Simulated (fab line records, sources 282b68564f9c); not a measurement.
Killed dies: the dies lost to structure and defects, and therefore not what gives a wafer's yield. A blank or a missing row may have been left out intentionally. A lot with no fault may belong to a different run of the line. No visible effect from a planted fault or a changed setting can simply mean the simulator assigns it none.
fab line records | flow rit_cmos
record: lots: 5 wafers: 15 last_day: 6
route steps=202 shown ACTIVE@1
lots that met no fault: from a run of the same line without faults
start_h: hours from the record's opening day to when the first of the lot's shown wafers began | wait_h: time in hours since the lot's previous step | " same as the row above | L1.1+2: a single row standing in for several wafers | - no value, or no start given | * or withheld: withheld | < > ~ a bound
route shown NAME@n: a module of which the file shows steps, and the number in the route of the first | usual: the fault-free wafers' mean and standard deviation | same: alike in all rows | chamber/n: place in a boat | sites: each site's reading | _std_site: the values' standard deviation | _edge_site: inner sites' mean taken away from outer sites' mean | radius_mm: for every site, how far away it sits from the centre of the wafer | mask NAME#n: copy n | behind: the most recent tool/chamber to have shaped the wafer | hold: the reason the lot was held/the length of the hold in hours/how it ended | device: which transistor (n, p or np) failed to switch | end of line: the same wafers' tests at the end of the route | for a step that has no rows: nothing shown but its recipe | killed: the dies lost at the first sort to structure and to defects; this is not the yield of the wafer | map: a wafer's dies, x killed, . not, _ none there
set.NAME: the setting that was run; set.NAME@STEP: the one run at that earlier step | model.NAME: the simulator's own value behind a step, which no gauge read
lots seen at some steps along the route; tables by step, rows by wafer
services: when a tool's chamber went out of use (start_h, in hours from the record's first day, below 0 if earlier), for how many hours, and the reason
== steps ==
step: RIT_ACTIVE_BOW_MEAS_00
recipe: mode: bow
usual: INCOMING_BOW: 0/7
columns lot.wafer tool chamber start_h wait_h INCOMING_BOW[um]
L424.1 film_metro-03 - 10.00 - -3
L424.2 " - " " -2
L424.3 " - " " -10
L425.1 film_metro-01 - 15.00 - 12
L425.5 " - " " 0
L425.6 " - " " -10
L431.3 film_metro-02 - 45.04 - -8
L431.5 " - " " 0
L431.6 " - " " 13
L439.2 film_metro-02 - 85.02 - 4
L439.5 " - " " 9
L439.6 " - " " 2
L441.1 film_metro-03 - 95.00 - 3
L441.4 " - " " 0
L441.6 " - " " -1
step: RIT_ACTIVE_OXIDATION_01
recipe: temp_c: 1000 ambient: O2 target_thk_a: 468 ox_time_s: 3202
step: RIT_ACTIVE_THK_MEAS_02
recipe: reads: SiO2_of_ACTIVE_OXIDATION_01
usual: ACTIVE_OXIDE_THK: 45.5/0.98
columns lot.wafer tool chamber start_h wait_h ACTIVE_OXIDE_THK[nm]
L424.1 film_metro-03 - 12.05 0.0 46.4
L424.2 " - " " 47.0
L424.3 " - " " 46.3
L425.1 film_metro-02 - 17.10 0.0 44.3
L425.5 " - " " 44.1
L425.6 " - " " 44.3
L431.3 film_metro-02 - 47.07 0.0 45.5
L431.5 " - " " 44.2
L431.6 " - " " 44.9
L439.2 film_metro-03 - 87.06 0.0 46.8
L439.5 " - " " 46.9
L439.6 " - " " 46.1
L441.1 film_metro-02 - 97.05 0.0 47.0
L441.4 " - " " 46.8
L441.6 " - " " 46.9
step: RIT_ACTIVE_CVD_03
recipe: material: Si3N4 target_thk_nm: 150 temp_c: 810 precursor: SiH2Cl2/NH3 time_s: 1500 pressure_mtorr: 300 sih2cl2_flow_sccm: 60 nh3_flow_sccm: 150
usual: pressure_mtorr: 300.0/0.51 spike_tc_centre_C: 811.6/1.3 spike_tc_source_C: 832.7/1.7
columns lot.wafer tool chamber start_h wait_h pressure_mtorr spike_tc_centre_C spike_tc_source_C model.Si3N4_of_ACTIVE_CVD_03.thk_nm
L424.1 lpcvd-02 0 12.11 0.1 301.1 812.2 833.0 149.8
L424.2 " 0 " " 300.5 808.9 831.9 150.4
L424.3 " 0 " " 300.5 811.4 832.6 151.7
L425.1 lpcvd-01 1 17.16 0.1 299.7 811.0 835.3 147.8
L425.5 " 1 " " 299.7 811.3 834.4 149.3
L425.6 " 1 " " 300.1 812.0 835.2 148.5
L431.3 lpcvd-02 1 47.11 0.0 299.4 808.8 832.8 276.4
L431.5 " 1 " " 299.1 813.3 831.7 275.9
L431.6 " 1 " " 299.8 811.7 831.9 276.3
L439.2 lpcvd-01 1 87.11 0.0 299.5 810.2 835.0 151.8
L439.5 " 1 " " 301.0 810.2 836.8 149.9
L439.6 " 1 " " 300.3 809.8 834.9 150
L441.1 lpcvd-01 0 97.11 0.1 299.7 811.3 830.5 149.4
L441.4 " 0 " " 299.8 813.5 831.3 148.8
L441.6 " 0 " " 300.0 811.7 832.0 150.1
step: RIT_ACTIVE_THK_MEAS_04
recipe: reads: Si3N4_of_ACTIVE_CVD_03
usual: ACTIVE_NITRIDE_THK: 150.2/1.4
columns lot.wafer tool chamber start_h wait_h ACTIVE_NITRIDE_THK[nm]
L424.1 film_metro-01 - 14.24 0.0 149.9
L424.2 " - " " 150.5
L424.3 " - " " 151.8
L425.1 film_metro-01 - 18.58 0.0 147.7
L425.5 " - " " 149.2
L425.6 " - " " 148.5
L431.3 film_metro-02 - 49.26 0.0 276.5
L431.5 " - " " 276.0
L431.6 " - " " 276.4
L439.2 film_metro-02 - 88.54 0.0 151.8
L439.5 " - " " 149.9
L439.6 " - " " 150.0
L441.1 film_metro-02 - 99.24 0.0 149.3
L441.4 " - " " 148.7
L441.6 " - " " 150.0
step: RIT_ACTIVE_HMDS_05
recipe: prime_time_s: 60 prime_temp_c: 140
step: RIT_ACTIVE_COAT_06
recipe: resist: NOVOLAK spin_rpm: 3188 resist_thk_nm: 1000
step: RIT_ACTIVE_SOFTBAKE_07
recipe: resist: NOVOLAK temp_c: 90 time_s: 60
step: RIT_ACTIVE_EXPOSE_08
recipe: mask_id: M1 na: 0.6 source_shape: conventional sigma_outer: 0.6 target_cd_nm: 1400 dose_mj: 225
step: RIT_ACTIVE_PEB_09
recipe: resist: NOVOLAK temp_c: withheld time_s: withheld
step: RIT_ACTIVE_DEVELOP_10
recipe: resist: NOVOLAK develop_time_s: 50 dev_temp_c: 23
step: RIT_ACTIVE_CD_MEAS_11
recipe: target_cd_nm: 1400
usual: cd_nm: 1401.1/2.2
columns lot.wafer tool chamber start_h wait_h cd_nm
L424.1 cd_sem-01 - 15.36 - 1403.2
L424.2 " - " " 1400.3
L424.3 " - " " 1401.2
L425.1 cd_sem-01 - 19.68 - 1403.2
L425.5 " - " " 1399.6
L425.6 " - " " 1400.4
L431.3 cd_sem-01 - 50.31 - 1403.3
L431.5 " - " " 1399.8
L431.6 " - " " 1401.0
L439.2 cd_sem-02 - 89.58 - 1400.3
L439.5 " - " " 1399.6
L439.6 " - " " 1401.3
L441.1 cd_sem-02 - 100.27 - 1404.9
L441.4 " - " " 1404.4
L441.6 " - " " 1406.7
step: RIT_ACTIVE_HARDBAKE_12
recipe: resist: NOVOLAK temp_c: 140 time_s: 60
step: RIT_ACTIVE_ETCH_13
recipe: stop_on: SiO2 chemistry: SF6 target: Si3N4 time_s: 210 over_etch_frac: 0.4 SF6_flow_sccm: 200 pressure_mtorr: 260 rf_w: 125 target_depth_a: 2100
usual: drypump_motor_current_A: 5.7/0.44 oes_product_au: 0.819/0.013 throttle_valve_pct: 7.53/0.084
columns lot.wafer tool chamber start_h wait_h drypump_motor_current_A oes_product_au rf_hours_counter_h throttle_valve_pct model.etch.depth_nm model.ACTIVE.feature_depth_nm
L424.1 rie_diel-01 2 15.77 0.1 5.2 0.841 31 7.43 149.8 149.8
L424.2 " 3 " " 5.0 0.809 48 7.57 150.4 150.4
L424.3 " 1 " " 5.9 0.825 64 7.55 151.7 153.1
L425.1 rie_diel-01 1 19.95 0.1 5.9 0.802 64 7.54 147.8 149.3
L425.5 " 1 " " 5.9 0.807 - 7.55 149.3 150.8
L425.6 " 0 " " 4.8 0.806 - 7.67 148.5 151.6
L431.3 rie_diel-01 2 50.56 0.1 5.2 1.035 32 7.45 213.2 213.2
L431.5 " 3 " " 5.0 0.974 - 7.57 205.6 205.6
L431.6 " 2 " " 5.2 1.037 - 7.46 211.8 211.8
L439.2 rie_diel-02 0 89.83 0.1 5.7 0.827 2 7.50 151.8 153.3
L439.5 " 3 " " 6.2 0.806 - 7.46 149.9 151.7
L439.6 " 2 " " 5.4 0.836 - 7.55 150 150.2
L441.1 rie_diel-01 2 100.54 0.1 5.2 0.833 33 7.45 149.4 149.4
L441.4 " 1 " " 5.9 0.808 66 7.54 148.8 150.2
L441.6 " 2 " " 5.2 0.843 - 7.46 150.1 150.1
step: RIT_ACTIVE_STRIP_14
recipe: chemistry: O2 time_s: 180 resist: NOVOLAK platen_temp_c: withheld power_w: 500 pressure_mtorr: 4000 o2_flow_sccm: 4000
usual: drypump_motor_current_A: 5.7/0.51
columns lot.wafer tool chamber start_h wait_h drypump_motor_current_A rf_hours_counter_h
L424.1 plasma_asher-01 0 15.90 0.1 5.0 41
L424.2 " 1 " " 5.5 41
L424.3 " 1 " " 5.5 -
L425.1 plasma_asher-01 1 20.09 0.1 5.5 41
L425.5 " 1 " " 5.5 -
L425.6 " 0 " " 5.0 -
L431.3 plasma_asher-01 0 50.75 0.1 4.9 -
L431.5 " 0 " " 5.0 -
L431.6 " 1 " " 5.5 -
L439.2 plasma_asher-03 1 89.97 0.1 5.7 43
L439.5 " 0 " " 6.4 -
L439.6 " 1 " " 5.7 -
L441.1 plasma_asher-01 1 100.68 0.1 5.5 50
L441.4 " 0 " " 5.0 -
L441.6 " 0 " " 5.0 -
step: RIT_ACTIVE_CD_MEAS_90
recipe: target_cd_nm: 1400
usual: cd_nm: 1401.1/2.1
columns lot.wafer tool chamber start_h wait_h cd_nm
L424.1 cd_sem-01 - 16.08 0.1 1402.9
L424.2 " - " " 1400.5
L424.3 " - " " 1401.8
L425.1 cd_sem-02 - 20.26 0.1 1403.1
L425.5 " - " " 1399.8
L425.6 " - " " 1400.2
L431.3 cd_sem-02 - 50.91 0.1 1403.1
L431.5 " - " " 1400.0
L431.6 " - " " 1401.2
L439.2 cd_sem-02 - 90.16 0.1 1400.2
L439.5 " - " " 1399.8
L439.6 " - " " 1401.3
L441.1 cd_sem-02 - 100.85 0.1 1404.9
L441.4 " - " " 1404.4
L441.6 " - " " 1406.1
step: RIT_ACTIVE_CLEAN_15
recipe: chemistry: SC1 mix: 3:3:50 time_s: 600 temp_c: 75
step: RIT_ACTIVE_CLEAN_16
recipe: chemistry: dHF dilution: 50:1 time_s: 30
columns lot.wafer tool chamber start_h wait_h model.Si3N4_of_ACTIVE_CVD_03.thk_nm
L424.1 wet_bench-03 2 16.39 0.0 149
L424.2 " 2 " " 149.5
L424.3 " 2 " " 150.8
L425.1 wet_bench-01 3 20.56 0.0 147
L425.5 " 3 " " 148.5
L425.6 " 3 " " 147.7
L431.3 wet_bench-01 2 51.18 0.0 275.6
L431.5 " 2 " " 275.1
L431.6 " 2 " " 275.4
L439.2 wet_bench-03 1 90.44 0.0 151
L439.5+6 " 1 " " 149.1
L441.1 wet_bench-03 0 101.15 0.0 148.5
L441.4 " 0 " " 147.9
L441.6 " 0 " " 149.2
step: RIT_ACTIVE_CLEAN_17
recipe: chemistry: SC2 mix: 3:3:50 time_s: 600 temp_c: 75 dry: n2_spin
== services ==
columns tool chamber start_h hours kind
lpcvd-02 - -9.08 0.9 repair
plasma_asher-01 - 4.49 6.7 repair
rie_diel-02 0 7.52 - clean
rie_diel-02 0 7.52 16.1 scheduled_down
rie_diel-02 0 7.52 16.1 vent_cycle
rie_diel-01 3 32.95 7.7 repair
wet_bench-03 - 48.20 10.9 repair
lpcvd-02 - 58.29 1.1 repair
wet_bench-03 - 68.62 2.3 repair
rie_diel-01 - 76.42 1.5 repair
== key ==
first_sign: step: RIT_ACTIVE_THK_MEAS_04 reading: ACTIVE_NITRIDE_THK direction: up sigmas: 87 usual: 150.2 struck: 276.3
effect: step: RIT_ACTIVE_ETCH_13 reading: oes_product_au direction: up sigmas: 16 usual: 0.819 struck: 1.015
model_effect: step: RIT_ACTIVE_CVD_03 value: Si3N4_of_ACTIVE_CVD_03.thk_nm without: 149.2 struck: 276.2
model_effect: step: RIT_ACTIVE_ETCH_13 value: etch.depth_nm without: 149.2 struck: 210.2
model_effect: step: RIT_ACTIVE_CLEAN_16 value: Si3N4_of_ACTIVE_CVD_03.thk_nm without: 148.4 struck: 275.4
met_at RIT_ACTIVE_CVD_03
struck_wafers L431.3,L431.5,L431.6
later_rows_left_out L431.3,L431.5,L431.6
sort_left_out L431.3,L431.5,L431.6
tester_left_out L431
fault: kind: process_parameter_drift tool: lpcvd-02 chamber: 1 onset_h: 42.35 steps: RIT_ACTIVE_CVD_03 channel: target_thk_nm offset: 126.96 shape: step end_h: 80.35 acts_in: these_recipes_only stated: 150
tester_left_out: of these lots the tester's yield and bins aren't shown, on N5 and GAA mostly nor the transistor test; their killed dies are dies lost to structure and defects alone, not to doping, threshold or leakage, so they don't give the yield
sort_left_out: the simulated sort isn't trusted on such a fault, so these wafers' sort isn't shown, and their yield isn't known
later_rows_left_out: the simulator's readings of these wafers behind a module that went badly wrong aren't trusted and aren't shown, but for the sort
